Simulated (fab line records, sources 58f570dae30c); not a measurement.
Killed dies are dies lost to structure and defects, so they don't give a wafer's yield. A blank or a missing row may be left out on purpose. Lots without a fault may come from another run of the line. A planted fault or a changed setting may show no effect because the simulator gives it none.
Chamber matching | flow berkeley_cmos170 | UCB170_CONTACT_ETCH_17 on rie_diel-02: 4 sister chambers
The step etches BARC in N2/H2. 7 wafers are shown with their chamber, then 7 later ones without.

WAFERS WITH THEIR CHAMBER
wafer  | chamber | drypump_motor_current_A (A) | throttle_valve_pct (%)
L649.2 | 0       | 5.9                         | 13.39
L650.2 | 3       | 5.7                         | 13.50
L652.1 | 3       | 5.7                         | 13.50
L652.2 | 2       | 5.3                         | 13.28
L652.3 | 1       | 5.1                         | 13.32
L654.1 | 1       | 5.1                         | 13.33
L654.3 | 0       | 5.8                         | 13.42

WAFERS WITHOUT THEIR CHAMBER
wafer  | drypump_motor_current_A (A) | throttle_valve_pct (%)
L654.6 | 5.3                         | 13.31
L655.1 | 5.9                         | 13.41
L655.4 | 5.7                         | 13.49
L655.6 | 5.1                         | 13.33
L659.4 | 5.8                         | 13.40
L659.5 | 5.1                         | 13.32
L659.6 | 5.3                         | 13.32

WHICH CHAMBER EACH WENT THROUGH
wafer  | from the rows above     | in truth
L654.6 | 2                       | 2
L655.1 | 0                       | 0
L655.4 | 3                       | 3
L655.6 | 1                       | 1
L659.4 | 0                       | 0
L659.5 | 1                       | 1
L659.6 | can't be placed: 2 or 1 | 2
Placed correctly: 6 of 7. Can't be placed from these rows: 1 (the true chamber is among the candidates in 1). Placed wrongly: 0.
How it was worked out, from the rows above alone: a wafer's distance from a chamber is the root of the sum, over the readings, of the square of ((its reading less the chamber's mean) divided by the reading's scatter). The wafer belongs to the nearest chamber; if the next one is less than 2 further off, it can't be placed. A chamber's mean is the mean of its shown wafers. The scatter: the root of (the sum of the squares of (reading less its chamber's mean) over the shown wafers, divided by (wafers less chambers)).
